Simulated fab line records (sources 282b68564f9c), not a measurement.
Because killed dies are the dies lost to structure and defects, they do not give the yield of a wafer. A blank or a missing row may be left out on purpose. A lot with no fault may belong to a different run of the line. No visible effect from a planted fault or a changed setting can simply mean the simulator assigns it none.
fab line records | flow ritCmos
record lots=6 | wafers=18 | lastDay=7
route steps=202 shown PSD@144 SDANNEAL@153 NSD@158 PLDD@159 NLDD@160 SILICIDE@161 M1@202
lots untouched by any fault: they come from a run of this same line in which no faults occurred
startH: hours from the record's opening day to when the first of the lot's shown wafers began | waitH: hours since the lot's step before | " repeats the value in the row above | L1.1+2: a row that stands for several wafers | - no value, or no start was given | * or withheld: withheld | < > ~ a bound
route shown NAME@n: names a module that has steps shown in the file, with the first one's number in the route | usual: mean and standard deviation over wafers with no fault | same: alike in all rows | chamber/n: place in a boat | sites: the reading at each site | _std_site: standard deviation across them | _edge_site: inner sites' mean taken away from outer sites' mean | radiusMm: for every site, how far away it sits from the centre of the wafer | mask NAME#n: copy n | behind: the last tool/chamber to shape the wafer | hold: the reason the lot was held/the length of the hold in hours/how it ended | device: transistor that didn't switch, given as n, p or np | end of line: the route-end tests of the same wafers | a step given without rows: its recipe and nothing more | killed: not the wafer's yield, but the dies lost to structure and defects at the first sort | map: a wafer's dies, marking killed ones x, the rest . and places with no die _
set.NAME: setting as actually run; set.NAME@STEP: the setting as run at that earlier step | model.NAME: the simulator's own value behind a step, which no gauge read
lots seen at some steps along the route; tables by step, rows by wafer
services: a tool's chamber out of use, with start hour (startH, from the record's first day; less than 0 if before it), hours out, and reason
## steps
# step RIT_PSD_SOFTBAKE_02
# recipe resist=NOVOLAK | tempC=90 | timeS=60
# step RIT_PSD_EXPOSE_03
# recipe maskId=M10 | na=0.57 | targetCdNm=40900 | doseMj=250
# step RIT_PSD_PEB_04
# recipe resist=NOVOLAK | tempC=withheld | timeS=withheld
# step RIT_PSD_DEVELOP_05
# recipe resist=NOVOLAK | developTimeS=50 | devTempC=23
# step RIT_PSD_OVL_MEAS_06
# usual PSD_OVL=0.4/1.2
lot.wafer | tool       | chamber | startH | waitH | PSD_OVL[nm]
L364.1    | overlay-02 | -       | 65.78  | -     | -1.0
L364.2    | "          | -       | "      | "     | -0.1
L364.3    | "          | -       | "      | "     | -0.2
L367.1    | overlay-01 | -       | 78.92  | -     | 0.6
L367.3    | "          | -       | "      | "     | -1.6
L367.4    | "          | -       | "      | "     | -0.9
L378.4    | overlay-02 | -       | 134.83 | -     | -2.2
L378.5    | "          | -       | "      | "     | -0.3
L378.6    | "          | -       | "      | "     | -0.8
L380.3    | overlay-02 | -       | 145.02 | -     | -0.2
L380.4    | "          | -       | "      | "     | -0.4
L380.6    | "          | -       | "      | "     | -1.0
L381.3    | overlay-02 | -       | 150.21 | -     | 1.5
L381.5    | "          | -       | "      | "     | 0.2
L381.6    | "          | -       | "      | "     | -0.1
L383.1    | overlay-01 | -       | 164.06 | -     | 1.8
L383.4    | "          | -       | "      | "     | 0.2
L383.5    | "          | -       | "      | "     | 1.6
# step RIT_PSD_HARDBAKE_07
# recipe resist=NOVOLAK | tempC=139 | timeS=60
# step RIT_PSD_IMPLANT_08
# recipe species=BF2 | energyKev=27 | doseCm2=5e+15 | tiltDeg=7
# step RIT_PSD_STRIP_09
# recipe chemistry=O2 | timeS=180 | resist=NOVOLAK | platenTempC=withheld | powerW=500 | pressureMtorr=4000 | o2FlowSccm=4000
# usual drypumpMotorCurrentA=5.4/0.55 | o2FlowSccm=4001/12
lot.wafer | tool           | chamber | startH | waitH | drypumpMotorCurrentA | o2FlowSccm | rfHoursCounterH
L364.1    | plasmaAsher-03 | 1       | 66.12  | 0.1   | 5.4                  | 4013       | 36
L364.2    | "              | 0       | "      | "     | 5.4                  | 3991       | 36
L364.3    | "              | 1       | "      | "     | 5.4                  | 3996       | -
L367.1    | plasmaAsher-04 | 1       | 79.26  | 0.1   | 4.9                  | 3986       | 47
L367.3    | "              | 0       | "      | "     | 6.3                  | 4014       | -
L367.4    | "              | 1       | "      | "     | 4.9                  | 3985       | -
L378.4    | plasmaAsher-04 | 0       | 135.21 | 0.1   | 6.3                  | 4012       | -
L378.5    | "              | 1       | "      | "     | 4.8                  | 4010       | -
L378.6    | "              | 0       | "      | "     | 6.3                  | 4003       | -
L380.3    | plasmaAsher-02 | 1       | 145.40 | 0.1   | 5.5                  | 3999       | -
L380.4    | "              | 0       | "      | "     | 4.7                  | 4005       | -
L380.6    | "              | 0       | "      | "     | 4.7                  | 4012       | -
L381.3    | plasmaAsher-02 | 1       | 150.59 | 0.1   | 5.5                  | 4024       | -
L381.5    | "              | 1       | "      | "     | 5.5                  | 4007       | -
L381.6    | "              | 0       | "      | "     | 4.7                  | 3989       | -
L383.1    | plasmaAsher-04 | 1       | 164.40 | 0.1   | 4.9                  | 3997       | 56
L383.4    | "              | 0       | "      | "     | 6.3                  | 3987       | -
L383.5    | "              | 1       | "      | "     | 4.9                  | 4014       | -
# step RIT_PSD_TW_MEAS_10
# usual PSD_TW=3400/45
lot.wafer | tool         | chamber | startH | waitH | PSD_TW
L364.1    | filmMetro-01 | -       | 66.29  | 0.1   | 3360
L364.2    | "            | -       | "      | "     | 3359
L364.3    | "            | -       | "      | "     | 3364
L367.1    | filmMetro-02 | -       | 79.43  | 0.1   | 3436
L367.3    | "            | -       | "      | "     | 3438
L367.4    | "            | -       | "      | "     | 3431
L378.4    | filmMetro-01 | -       | 135.36 | 0.1   | 3351
L378.5    | "            | -       | "      | "     | 3383
L378.6    | "            | -       | "      | "     | 3354
L380.3    | filmMetro-02 | -       | 145.54 | 0.1   | 3442
L380.4    | "            | -       | "      | "     | 3448
L380.6    | "            | -       | "      | "     | 3441
L381.3    | filmMetro-02 | -       | 150.73 | 0.1   | 3454
L381.5    | "            | -       | "      | "     | 3454
L381.6    | "            | -       | "      | "     | 3442
L383.1    | filmMetro-03 | -       | 164.57 | 0.1   | 3480
L383.4    | "            | -       | "      | "     | 3464
L383.5    | "            | -       | "      | "     | 3459
# step RIT_SDANNEAL_CLEAN_00
# recipe chemistry=SC1 | mix=3:3:50 | timeS=600 | tempC=75
# step RIT_SDANNEAL_CLEAN_01
# recipe chemistry=dHF | dilution=50:1 | timeS=30
# step RIT_SDANNEAL_CLEAN_02
# recipe chemistry=SC2 | mix=3:3:50 | timeS=600 | tempC=75 | dry=n2Spin
# step RIT_SDANNEAL_RTA_03
# recipe tempC=1050 | timeS=5 | idleTempC=600 | rampUpCPerS=342 | rampDownCPerS=171 | coolToC=600 | ambient=N2
# usual wafer_temp_C_max=1053.5/1.1
lot.wafer | tool         | chamber | startH | waitH | wafer_temp_C_max
L364.1    | rtpAnneal-02 | 0       | 66.75  | 0.0   | 1052.5
L364.2    | "            | 0       | "      | "     | 1054.5
L364.3    | "            | 0       | "      | "     | 1052.8
L367.1    | rtpAnneal-01 | 0       | 79.86  | 0.0   | 1054.6
L367.3    | "            | 0       | "      | "     | 1053.2
L367.4    | "            | 0       | "      | "     | 1054.4
L378.4    | rtpAnneal-02 | 0       | 135.80 | 0.0   | 1012.7
L378.5    | "            | 0       | "      | "     | 1014.0
L378.6    | "            | 0       | "      | "     | 1012.7
L380.3    | rtpAnneal-02 | 0       | 145.98 | 0.0   | 1014.5
L380.4    | "            | 0       | "      | "     | 1014.8
L380.6    | "            | 0       | "      | "     | 1013.4
L381.3    | rtpAnneal-01 | 0       | 151.16 | 0.0   | 1053.7
L381.5    | "            | 0       | "      | "     | 1052.2
L381.6    | "            | 0       | "      | "     | 1053.0
L383.1    | rtpAnneal-01 | 0       | 165.00 | 0.0   | 1053.6
L383.4    | "            | 0       | "      | "     | 1052.5
L383.5    | "            | 0       | "      | "     | 1054.1
# step RIT_SDANNEAL_RS_MEAS_04
# recipe thkMeasGauge=four-point-probe
# usual PSD_RS=115.7/0.34
lot.wafer | tool         | chamber | startH | waitH | PSD_RS[ohm/sq]
L364.1    | filmMetro-01 | -       | 66.81  | 0.0   | 115.3
L364.2    | "            | -       | "      | "     | 115.6
L364.3    | "            | -       | "      | "     | 115.7
L367.1    | filmMetro-03 | -       | 79.92  | 0.0   | 115.9
L367.3    | "            | -       | "      | "     | 115.9
L367.4    | "            | -       | "      | "     | 115.8
L378.4    | filmMetro-02 | -       | 135.89 | 0.1   | 144.1
L378.5    | "            | -       | "      | "     | 144.2
L378.6    | "            | -       | "      | "     | 144.0
L380.3    | filmMetro-03 | -       | 146.06 | 0.1   | 144.9
L380.4    | "            | -       | "      | "     | 145.2
L380.6    | "            | -       | "      | "     | 144.7
L381.3    | filmMetro-01 | -       | 151.24 | 0.1   | 115.8
L381.5    | "            | -       | "      | "     | 115.8
L381.6    | "            | -       | "      | "     | 115.9
L383.1    | filmMetro-01 | -       | 165.06 | 0.0   | 115.5
L383.4    | "            | -       | "      | "     | 115.7
L383.5    | "            | -       | "      | "     | 115.7
# step RIT_SDANNEAL_RS_MEAS_05
# recipe thkMeasGauge=four-point-probe
# usual NSD_RS=84.4/0.35
lot.wafer | tool         | chamber | startH | waitH | NSD_RS[ohm/sq]
L364.1    | filmMetro-01 | -       | 66.93  | 0.1   | 84.0
L364.2    | "            | -       | "      | "     | 84.1
L364.3    | "            | -       | "      | "     | 84.1
L367.1    | filmMetro-03 | -       | 80.04  | 0.1   | 84.1
L367.3    | "            | -       | "      | "     | 84.0
L367.4    | "            | -       | "      | "     | 84.3
L378.4    | filmMetro-02 | -       | 136.01 | 0.1   | 85.3
L378.5    | "            | -       | "      | "     | 85.3
L378.6    | "            | -       | "      | "     | 85.2
L380.3    | filmMetro-03 | -       | 146.18 | 0.1   | 86.1
L380.4    | "            | -       | "      | "     | 86.3
L380.6    | "            | -       | "      | "     | 86.3
L381.3    | filmMetro-01 | -       | 151.36 | 0.1   | 84.0
L381.5    | "            | -       | "      | "     | 84.1
L381.6    | "            | -       | "      | "     | 83.7
L383.1    | filmMetro-01 | -       | 165.18 | 0.1   | 84.3
L383.4    | "            | -       | "      | "     | 84.6
L383.5    | "            | -       | "      | "     | 84.7
# step RIT_SDANNEAL_RS_MEAS_06
# recipe thkMeasGauge=four-point-probe
# usual PLDD_RS=178.3/0.51
lot.wafer | tool         | chamber | startH | waitH | PLDD_RS[ohm/sq]
L364.1    | filmMetro-01 | -       | 67.05  | 0.1   | 177.4
L364.2    | "            | -       | "      | "     | 177.7
L364.3    | "            | -       | "      | "     | 178.1
L367.1    | filmMetro-03 | -       | 80.16  | 0.1   | 178.4
L367.3    | "            | -       | "      | "     | 178.5
L367.4    | "            | -       | "      | "     | 178.0
L378.4    | filmMetro-02 | -       | 136.13 | 0.1   | 214.4
L378.5    | "            | -       | "      | "     | 214.9
L378.6    | "            | -       | "      | "     | 214.2
L380.3    | filmMetro-03 | -       | 146.30 | 0.1   | 215.8
L380.4    | "            | -       | "      | "     | 215.9
L380.6    | "            | -       | "      | "     | 215.8
L381.3    | filmMetro-01 | -       | 151.48 | 0.1   | 178.3
L381.5    | "            | -       | "      | "     | 178.7
L381.6    | "            | -       | "      | "     | 178.3
L383.1    | filmMetro-01 | -       | 165.30 | 0.1   | 178.1
L383.4    | "            | -       | "      | "     | 178.8
L383.5    | "            | -       | "      | "     | 178.2
# step RIT_SDANNEAL_RS_MEAS_07
# recipe thkMeasGauge=four-point-probe
# usual NLDD_RS=151.2/0.51
lot.wafer | tool         | chamber | startH | waitH | NLDD_RS[ohm/sq]
L364.1    | filmMetro-01 | -       | 67.17  | 0.1   | 151.1
L364.2    | "            | -       | "      | "     | 151.0
L364.3    | "            | -       | "      | "     | 151.3
L367.1    | filmMetro-03 | -       | 80.28  | 0.1   | 151.2
L367.3    | "            | -       | "      | "     | 151.0
L367.4    | "            | -       | "      | "     | 150.9
L378.4    | filmMetro-02 | -       | 136.25 | 0.1   | 153.0
L378.5    | "            | -       | "      | "     | 152.8
L378.6    | "            | -       | "      | "     | 152.7
L380.3    | filmMetro-03 | -       | 146.42 | 0.1   | 152.0
L380.4    | "            | -       | "      | "     | 152.8
L380.6    | "            | -       | "      | "     | 152.4
L381.3    | filmMetro-01 | -       | 151.60 | 0.1   | 150.8
L381.5    | "            | -       | "      | "     | 151.1
L381.6    | "            | -       | "      | "     | 150.9
L383.1    | filmMetro-01 | -       | 165.42 | 0.1   | 151.2
L383.4    | "            | -       | "      | "     | 151.1
L383.5    | "            | -       | "      | "     | 150.8
# step RIT_SILICIDE_WET_ETCH_00
# recipe chemistry=BOE | target=SiO2 | targetDepthNm=14 | timeS=15 | dry=n2Spin | dilution=10:1 | tempC=21.5
# step RIT_M1_PROBE_99
# usual killedAtFrontEnd=7/3.1 | killedDies=7/3.1 | killedOpen=3.5/1.9 | killedShort=3.6/2.1
# same grossDies=264 | killed_at_M0_to_M3=0 | killed_at_M4_up=0 | killedAtBackSide=0 | killedAtContacts=0 | killedAtOther=0
lot.wafer | tool      | chamber | startH | waitH | killedAtFrontEnd | killedDies | killedOpen | killedShort | model.etest.pmosTurned.rOnOhmUm | model.etest.pmos_0p3.rOnOhmUm | model.etest.pmos_0p15.rOnOhmUm | model.etest.pldd.rsOhmSq | model.etest.nmos_0p3.rOnOhmUm | model.etest.pmosTurned.driveUaUm | model.etest.pmos_0p15.driveUaUm | model.etest.nmosTurned.driveUaUm
L364.1    | prober-01 | -       | 74.14  | 0.1   | 9                | 9          | 4          | 5           | 3711                            | 6484                          | 2947                           | 564.5                    | 2223                          | 168.5                            | 236.6                           | 292.4
L364.2    | prober-01 | -       | 74.19  | 0.1   | 9                | 9          | 3          | 6           | 3729                            | 6594                          | 2974                           | 549                      | 2258                          | 173.4                            | 235                             | 299.7
L364.3    | prober-01 | -       | 74.24  | 0.2   | 5                | 5          | 2          | 3           | 3581                            | 6361                          | 2886                           | 533.6                    | 2225                          | 181.5                            | 247.6                           | 313.1
L367.1    | prober-02 | -       | 88.35  | 0.1   | 11               | 11         | 3          | 8           | 3451                            | 6319                          | 2800                           | 502.9                    | 2173                          | 191.4                            | 254.7                           | 331.4
L367.3    | prober-02 | -       | 88.45  | 0.2   | 5                | 5          | 2          | 3           | 3500                            | 6305                          | 2820                           | 524                      | 2198                          | 186.1                            | 253.3                           | 319.2
L367.4    | prober-02 | -       | 88.50  | 0.2   | 7                | 7          | 4          | 3           | 3440                            | 6208                          | 2774                           | 515.1                    | 2112                          | 192.1                            | 256.8                           | 326.1
L378.4    | prober-01 | -       | 143.59 | 0.2   | 7                | 7          | 3          | 4           | 4602                            | 6965                          | 3352                           | 660.7                    | 2234                          | 122.1                            | 211.4                           | 276.8
L378.5    | prober-01 | -       | 143.64 | 0.2   | 5                | 5          | 2          | 3           | 4509                            | 6932                          | 3307                           | 638.4                    | 2184                          | 124.4                            | 212.2                           | 284.3
L378.6    | prober-01 | -       | 143.69 | 0.2   | 16               | 16         | 8          | 8           | 4639                            | 7013                          | 3392                           | 658                      | 2219                          | 120.8                            | 209.6                           | 275.8
L380.3    | prober-01 | -       | 153.54 | 0.2   | 8                | 8          | 4          | 4           | 4767                            | 7239                          | 3488                           | 670.6                    | 2261                          | 116.8                            | 199.9                           | 267.4
L380.4    | prober-01 | -       | 153.59 | 0.2   | 7                | 7          | 3          | 4           | 4751                            | 7120                          | 3460                           | 683.3                    | 2272                          | 117                              | 203.4                           | 262.9
L380.6    | prober-01 | -       | 153.69 | 0.2   | 4                | 4          | 3          | 1           | 4684                            | 7082                          | 3459                           | 663.6                    | 2268                          | 121.1                            | 204.7                           | 273.6
L381.3    | prober-02 | -       | 159.94 | 0.2   | 1                | 1          | 1          | 0           | 3664                            | 6532                          | 2963                           | 537.8                    | 2199                          | 175.8                            | 237.4                           | 310.1
L381.5    | prober-02 | -       | 160.04 | 0.2   | 5                | 5          | 2          | 3           | 3488                            | 6306                          | 2779                           | 529.6                    | 2165                          | 184.7                            | 256.5                           | 319
L381.6    | prober-02 | -       | 160.09 | 0.2   | 4                | 4          | 2          | 2           | 3502                            | 6346                          | 2778                           | 527.6                    | 2137                          | 183.4                            | 250.8                           | 320.3
L383.1    | prober-02 | -       | 173.02 | 0.1   | 3                | 3          | 1          | 2           | 3446                            | 6247                          | 2737                           | 526.9                    | 2123                          | 183.6                            | 252.1                           | 316.1
L383.4    | prober-02 | -       | 173.17 | 0.2   | 7                | 7          | 3          | 4           | 3581                            | 6355                          | 2841                           | 551.1                    | 2160                          | 178.9                            | 244.7                           | 307.3
L383.5    | prober-02 | -       | 173.22 | 0.2   | 3                | 3          | 2          | 1           | 3552                            | 6380                          | 2825                           | 536.7                    | 2158                          | 179.8                            | 245.6                           | 308.7
# killed by level:class
L364.1 SPACER:geometricParticle:short=2 FOX1:geometricParticle:short=1 FOX1:geometricParticle:open=1 FOX2:geometricParticle:short=1 FOX2:geometricParticle:open=1 GATE:geometricParticle:short=1 REOX:geometricParticle:open=1 SILICIDE:geometricParticle:open=1
L364.2 REOX:geometricParticle:short=2 SPACER:geometricParticle:short=2 ACTIVE:geometricParticle:open=1 FOX1:geometricParticle:short=1 GATE:geometricParticle:short=1 SPACER:geometricParticle:open=1 SILICIDE:geometricParticle:open=1
L364.3 GATE:geometricParticle:short=2 FOX2:geometricParticle:short=1 GATE:geometricParticle:open=1 SPACER:geometricParticle:open=1
L367.1 SPACER:geometricParticle:short=4 GATE:geometricParticle:short=2 GATE:geometricParticle:open=2 FOX1:geometricParticle:short=1 REOX:geometricParticle:short=1 REOX:geometricParticle:open=1
L367.3 REOX:geometricParticle:short=2 FOX1:geometricParticle:open=1 GATE:geometricParticle:open=1 SILICIDE:geometricParticle:short=1
L367.4 GATE:geometricParticle:open=2 REOX:geometricParticle:open=2 FOX2:geometricParticle:short=1 GATE:geometricParticle:short=1 SILICIDE:geometricParticle:short=1
L378.4 GATE:geometricParticle:open=2 GATE:geometricParticle:short=2 SILICIDE:geometricParticle:short=2 REOX:geometricParticle:open=1
L378.5 FOX1:geometricParticle:short=2 FOX1:geometricParticle:open=1 SPACER:geometricParticle:open=1 SILICIDE:geometricParticle:short=1
L378.6 GATE:geometricParticle:open=5 GATE:geometricParticle:short=5 FOX1:geometricParticle:short=1 FOX1:geometricParticle:open=1 FOX2:geometricParticle:short=1 FOX2:geometricParticle:open=1 SPACER:geometricParticle:open=1 SILICIDE:geometricParticle:short=1
L380.3 SPACER:geometricParticle:short=3 SILICIDE:geometricParticle:open=3 FOX2:geometricParticle:short=1 GATE:geometricParticle:open=1
L380.4 REOX:geometricParticle:open=3 GATE:geometricParticle:short=2 REOX:geometricParticle:short=1 SILICIDE:geometricParticle:short=1
L380.6 REOX:geometricParticle:open=2 FOX2:geometricParticle:open=1 REOX:geometricParticle:short=1
L381.3 FOX1:geometricParticle:open=1
L381.5 FOX1:geometricParticle:open=1 FOX2:geometricParticle:short=1 GATE:geometricParticle:short=1 GATE:geometricParticle:open=1 SPACER:geometricParticle:short=1
L381.6 GATE:geometricParticle:open=2 GATE:geometricParticle:short=1 REOX:geometricParticle:short=1
L383.1 GATE:geometricParticle:short=1 REOX:geometricParticle:open=1 SILICIDE:geometricParticle:short=1
L383.4 FOX2:geometricParticle:short=2 FOX2:geometricParticle:open=1 GATE:geometricParticle:short=1 GATE:geometricParticle:open=1 REOX:geometricParticle:short=1 REOX:geometricParticle:open=1
L383.5 GATE:geometricParticle:open=2 GATE:geometricParticle:short=1
## services
tool           | chamber | startH | hours | kind
plasmaAsher-02 | -       | 50.59  | 2.3   | repair
plasmaAsher-02 | -       | 77.20  | 0.7   | repair
plasmaAsher-02 | -       | 78.69  | 1.6   | repair
plasmaAsher-03 | -       | 79.26  | 1.9   | repair
plasmaAsher-02 | -       | 88.25  | 2.5   | repair
plasmaAsher-03 | -       | 108.75 | 9.0   | pm
plasmaAsher-03 | 0       | 108.75 | 9.0   | ventCycle
plasmaAsher-03 | 1       | 108.75 | 9.0   | ventCycle
plasmaAsher-03 | 0       | 117.75 | -     | clean
plasmaAsher-03 | 1       | 117.75 | -     | clean
plasmaAsher-03 | -       | 133.45 | 1.9   | repair
rtpAnneal-01   | -       | 142.21 | 6.5   | pm
## key
firstSign step=RIT_SDANNEAL_RTA_03 | reading=wafer_temp_C_max | direction=down | sigmas=37 | usual=* | struck=*
effect step=RIT_SDANNEAL_RS_MEAS_04 | reading=PSD_RS | direction=up | sigmas=85 | usual=115.7 | struck=144.5
effect step=RIT_SDANNEAL_RS_MEAS_05 | reading=NSD_RS | direction=up | sigmas=3.9 | usual=84.4 | struck=85.8
effect step=RIT_SDANNEAL_RS_MEAS_06 | reading=PLDD_RS | direction=up | sigmas=71 | usual=178.3 | struck=215.2
effect step=RIT_SDANNEAL_RS_MEAS_07 | reading=NLDD_RS | direction=up | sigmas=2.7 | usual=151.2 | struck=152.6
modelEffect step=RIT_M1_PROBE_99 | value=etest.pmosTurned.rOnOhmUm | without=3617 | struck=4659
metAt RIT_SDANNEAL_RTA_03
struckWafers L378.4,L378.5,L378.6,L380.3,L380.4,L380.6
testerLeftOut L378,L380
onsetBetween 66.75 135.80
fault kind=processParameterDrift | tool=rtpAnneal-02 | chamber=- | onsetH=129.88 | steps=RIT_SDANNEAL_RTA_03 | channel=tempC | offset=* | shape=step | endH=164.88 | actsIn=* | stated=*
# testerLeftOut: of these lots the tester's yield and bins aren't shown, on N5 and GAA mostly nor the transistor test; their killed dies are dies lost to structure and defects alone, not to doping, threshold or leakage, so they don't give the yield
